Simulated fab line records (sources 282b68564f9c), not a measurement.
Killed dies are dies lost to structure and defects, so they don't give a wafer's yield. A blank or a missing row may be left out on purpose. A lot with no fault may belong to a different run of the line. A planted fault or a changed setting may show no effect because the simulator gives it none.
Comparing a struck lot with a sound one -- flow rit cmos -- 22 out of 202 route steps
Sound: wafers L105.1, L105.4, L105.5. Wafers struck: L115.1, L115.5, L115.6. The cause comes at the end.
For every step that has rows: the tool of each side, followed by ch and its chambers, followed by its first start. Under that, the readings that differ: sound wafers -- struck wafers -- difference of the means -- sigmas: that difference in standard deviations of wafers without a fault.
alike: readings with means less than 2 such deviations apart, plus words and numbers identical on both sides. not compared: withheld readings, readings lacking a value on some wafer, bounds such as >300 that could conceal the same value, and numbers that have no deviation in the record and whose values overlap.
Wherever a step has rows on one side only, a row that says differs or no value, or a row with sigmas, the two part there. Non-overlapping numbers with no deviation appear without sigmas and do not part them. A reading missing from all wafers of one side parts the sides only when that side holds two or more wafers.

first, 2 steps without rows for these wafers: RIT_NSD_HARDBAKE_07 (time 60 s); RIT_NSD_IMPLANT_08.
RIT_NSD_STRIP_09: strips in O2, time 180 s.
  sound on plasma asher-03 ch 0, day 3 21:07; struck on plasma asher-01 ch 0,1, day 5 20:52
  alike: drypump motor current A
  not compared: rf hours counter h
RIT_NSD_TW_MEAS_10:
  struck on film metro-03, day 5 21:03; sound on film metro-03, day 3 21:17
  alike: NSD_TW
then, 6 steps without rows for these wafers: RIT_PSD_HMDS_00 (prime time 60 s); RIT_PSD_COAT_01 (resist thk 1000 nm); RIT_PSD_SOFTBAKE_02 (time 60 s); RIT_PSD_EXPOSE_03 (exposes mask M10, target cd 40900 nm); RIT_PSD_PEB_04; RIT_PSD_DEVELOP_05 (develop time 50 s).
RIT_PSD_OVL_MEAS_06:
  struck on overlay-01, day 5 21:58; sound on overlay-01, day 3 22:19
  alike: PSD_OVL
then, 1 step without rows for these wafers: RIT_PSD_HARDBAKE_07 (time 60 s).
RIT_PSD_IMPLANT_08:
  sound on implanter-03 ch 0, day 3 22:30; struck on implanter-03 ch 0, day 5 22:09
reading,sound,struck,difference,sigmas
implant ion amu,49 49 49,11 11 11,-38,
model.implant.rp nm (nm),21.64 21.64 21.64,89.02 89.02 89.02,+67.38,
model.implant.drp nm (nm),12.05 12.05 12.05,38.9 38.9 38.9,+26.8,
RIT_PSD_STRIP_09: strips in O2, time 180 s.
  sound on plasma asher-04 ch 0,1, day 3 22:39; struck on plasma asher-02 ch 0,1, day 5 22:18
  alike: drypump motor current A
  not compared: rf hours counter h
RIT_PSD_TW_MEAS_10:
  struck on film metro-01, day 5 22:28; sound on film metro-02, day 3 22:50
reading,sound,struck,difference,sigmas
PSD_TW,3434 3460 3439,2947 2952 2952,-494,-16
then, 3 steps without rows for these wafers: RIT_SDANNEAL_CLEAN_00 (cleans in SC1, time 600 s); RIT_SDANNEAL_CLEAN_01 (cleans in dHF, time 30 s); RIT_SDANNEAL_CLEAN_02 (cleans in SC2, time 600 s).
RIT_SDANNEAL_RTA_03: time 5 s.
  sound on rtp anneal-01 ch 0, day 3 23:16; struck on rtp anneal-01 ch 0, day 5 22:54
  alike: wafer_temp_C_max
RIT_SDANNEAL_RS_MEAS_04: measures by four-point-probe.
  struck on film metro-03, day 5 22:58; sound on film metro-03, day 3 23:19
reading,sound,struck,difference,sigmas
PSD_RS (ohm/sq),116.33 115.64 115.69,45.14 45.04 45.10,-70.79,-99 or more
RIT_SDANNEAL_RS_MEAS_05: measures by four-point-probe.
  struck on film metro-03, day 5 23:05; sound on film metro-03, day 3 23:26
  alike: NSD_RS
RIT_M1_PROBE_99:
  struck on prober-01, day 6 06:28; sound on prober-02, day 4 06:55
  alike: killed at contacts, killed at front end, killed dies, killed open, killed short

== WHERE THEY PART ==
First at RIT_PSD_TW_MEAS_10; last, within this record, at RIT_SDANNEAL_RS_MEAS_04. Later steps at which nothing parts them and some readings are alike: RIT_SDANNEAL_RS_MEAS_05, RIT_M1_PROBE_99.

WHY: what had been put in by the simulator
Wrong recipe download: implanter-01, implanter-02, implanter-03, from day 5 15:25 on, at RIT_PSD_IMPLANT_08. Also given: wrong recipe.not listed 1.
